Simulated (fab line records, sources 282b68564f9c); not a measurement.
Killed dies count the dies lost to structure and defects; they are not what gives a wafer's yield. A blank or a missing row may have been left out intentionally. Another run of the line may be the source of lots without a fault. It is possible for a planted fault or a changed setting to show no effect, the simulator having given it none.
A struck lot beside a sound one + flow rit cmos + 43 steps out of a route of 202
Sound: these wafers, L513.1, L513.5, L513.6. Struck: wafers L521.1, L521.3, L521.4. Last of all comes the cause.
Each step with rows lists, per side, the tool, then ch with its chambers, then its first start. Under that, the readings that differ: sound wafers + struck wafers + difference of the means + sigmas: that difference in standard deviations of wafers without a fault.
alike: readings whose means differ by less than 2 such deviations, and words and numbers that are the same on both sides. not compared: withheld readings, readings that some wafer has no value for, bounds like >300 that may hide the same value, and numbers for which the record gives no deviation and whose values overlap.
The two part at a step that has a row with sigmas, a row that says differs or no value, or rows on one side only. When numbers do not overlap yet have no deviation, they are printed without sigmas and do not part them. A reading that every wafer of one side lacks parts them only if that side has two wafers or more.

first, 2 steps without rows for these wafers: RIT_NLDD_HARDBAKE_07 (time 60 s); RIT_NLDD_IMPLANT_08.
RIT_NLDD_STRIP_09: strips in O2, time 180 s.
  sound on plasma asher-02 ch 0,1, day 2 22:59; struck on plasma asher-02 ch 0,1, day 4 14:44
  alike: drypump motor current A
  not compared: rf hours counter h
RIT_NLDD_TW_MEAS_10:
  sound on film metro-03 at day 2 23:10; struck on film metro-01 at day 4 14:55
| reading | sound          | struck         | difference | sigmas |
|---------|----------------|----------------|------------|--------|
| NLDD_TW | 2506 2502 2489 | 2464 2459 2463 | -37        | -2     |
then, 6 steps without rows for these wafers: RIT_PLDD_HMDS_00 (prime time 60 s); RIT_PLDD_COAT_01 (resist thk 1000 nm); RIT_PLDD_SOFTBAKE_02 (time 60 s); RIT_PLDD_EXPOSE_03 (exposes mask M8, target cd 40900 nm); RIT_PLDD_PEB_04; RIT_PLDD_DEVELOP_05 (develop time 50 s).
RIT_PLDD_OVL_MEAS_06:
  sound on overlay-02 at day 3 00:12; struck on overlay-02 at day 4 15:57
  alike: PLDD_OVL
then, 1 step without rows for these wafers: RIT_PLDD_HARDBAKE_07 (time 60 s).
RIT_PLDD_IMPLANT_08:
  sound on implanter-01 ch 0, day 3 00:23; struck on implanter-04 ch 0, day 4 16:08
| reading                   | sound             | struck            | difference | sigmas |
|---------------------------|-------------------|-------------------|------------|--------|
| implant ion amu           | 49 49 49          | 75 75 75          | +26        |        |
| model.implant.drp nm (nm) | 9.752 9.752 9.752 | 7.212 7.212 7.212 | -2.540     |        |
| model.implant.rp nm (nm)  | 17.6 17.6 17.6    | 15.97 15.97 15.97 | -1.63      |        |
  alike: beam energy keV, faraday current uA
RIT_PLDD_STRIP_09: strips in O2, time 180 s.
  sound on plasma asher-02 ch 0,1, day 3 00:32; struck on plasma asher-03 ch 0,1, day 4 16:17
  alike: drypump motor current A
  not compared: rf hours counter h
RIT_PLDD_TW_MEAS_10:
  sound on film metro-03 at day 3 00:43; struck on film metro-03 at day 4 16:28
| reading | sound          | struck         | difference | sigmas |
|---------|----------------|----------------|------------|--------|
| PLDD_TW | 2371 2362 2359 | 2999 2985 2984 | +625       | +39    |
then, 4 steps without rows for these wafers: RIT_SPACER_CLEAN_00 (cleans in SC1, time 600 s); RIT_SPACER_CLEAN_01 (cleans in dHF, time 30 s); RIT_SPACER_CLEAN_02 (cleans in SC2, time 600 s); RIT_SPACER_CVD_03 (deposits Si3N4 from SiH2Cl2/NH3, target thk 250 nm, time 3300 s).
RIT_SPACER_THK_MEAS_04:
  sound on film metro-02 at day 3 03:05; struck on film metro-02 at day 4 18:59
  alike: SPACER_NITRIDE_THK
RIT_SPACER_ETCHBACK_05: etches Si3N4 in SF6/CHF3, stops on SiO2, target depth 250 nm, time 240 s.
  sound on rie diel-03 ch 0,1,2, day 3 03:09; struck on rie diel-03 ch 0,1,2, day 4 19:02
  alike: drypump motor current A, oes product au, throttle valve pct
  not compared: rf hours counter h
then, 6 steps without rows for these wafers: RIT_NSD_HMDS_00 (prime time 60 s); RIT_NSD_COAT_01 (resist thk 1000 nm); RIT_NSD_SOFTBAKE_02 (time 60 s); RIT_NSD_EXPOSE_03 (exposes mask M9, target cd 40700 nm); RIT_NSD_PEB_04; RIT_NSD_DEVELOP_05 (develop time 52.14 s).
RIT_NSD_OVL_MEAS_06:
  sound on overlay-02 at day 3 04:09; struck on overlay-02 at day 4 20:02
  alike: NSD_OVL
then, 2 steps without rows for these wafers: RIT_NSD_HARDBAKE_07 (time 60 s); RIT_NSD_IMPLANT_08.
RIT_NSD_STRIP_09: strips in O2, time 180 s.
  sound on plasma asher-03 ch 0,1, day 3 04:29; struck on plasma asher-02 ch 0,1, day 4 20:22
  alike: drypump motor current A
  not compared: rf hours counter h
RIT_NSD_TW_MEAS_10:
  sound on film metro-02 at day 3 04:40; struck on film metro-03 at day 4 20:33
  alike: NSD_TW
then, 6 steps without rows for these wafers: RIT_PSD_HMDS_00 (prime time 60 s); RIT_PSD_COAT_01 (resist thk 1000 nm); RIT_PSD_SOFTBAKE_02 (time 60 s); RIT_PSD_EXPOSE_03 (exposes mask M10, target cd 40900 nm); RIT_PSD_PEB_04; RIT_PSD_DEVELOP_05 (develop time 50 s).
RIT_PSD_OVL_MEAS_06:
  sound on overlay-02 at day 3 05:41; struck on overlay-02 at day 4 21:28
  alike: PSD_OVL
then, 2 steps without rows for these wafers: RIT_PSD_HARDBAKE_07 (time 60 s); RIT_PSD_IMPLANT_08.
RIT_PSD_STRIP_09: strips in O2, time 180 s.
  sound on plasma asher-03 ch 0,1, day 3 06:02; struck on plasma asher-03 ch 0,1, day 4 21:48
  alike: drypump motor current A
  not compared: rf hours counter h
RIT_SDANNEAL_RS_MEAS_06: measurement is done with a four-point probe.
  sound on film metro-01 at day 3 06:56; struck on film metro-01 at day 4 22:44
| reading          | sound             | struck         | difference | sigmas      |
|------------------|-------------------|----------------|------------|-------------|
| PLDD_RS (ohm/sq) | 179.1 179.2 178.9 | 68.6 68.6 68.5 | -110.5     | -99 or more |

== WHERE THEY PART ==
First at RIT_NLDD_TW_MEAS_10; last, within this record, at RIT_SDANNEAL_RS_MEAS_06.

WHY: whatever the simulator had introduced
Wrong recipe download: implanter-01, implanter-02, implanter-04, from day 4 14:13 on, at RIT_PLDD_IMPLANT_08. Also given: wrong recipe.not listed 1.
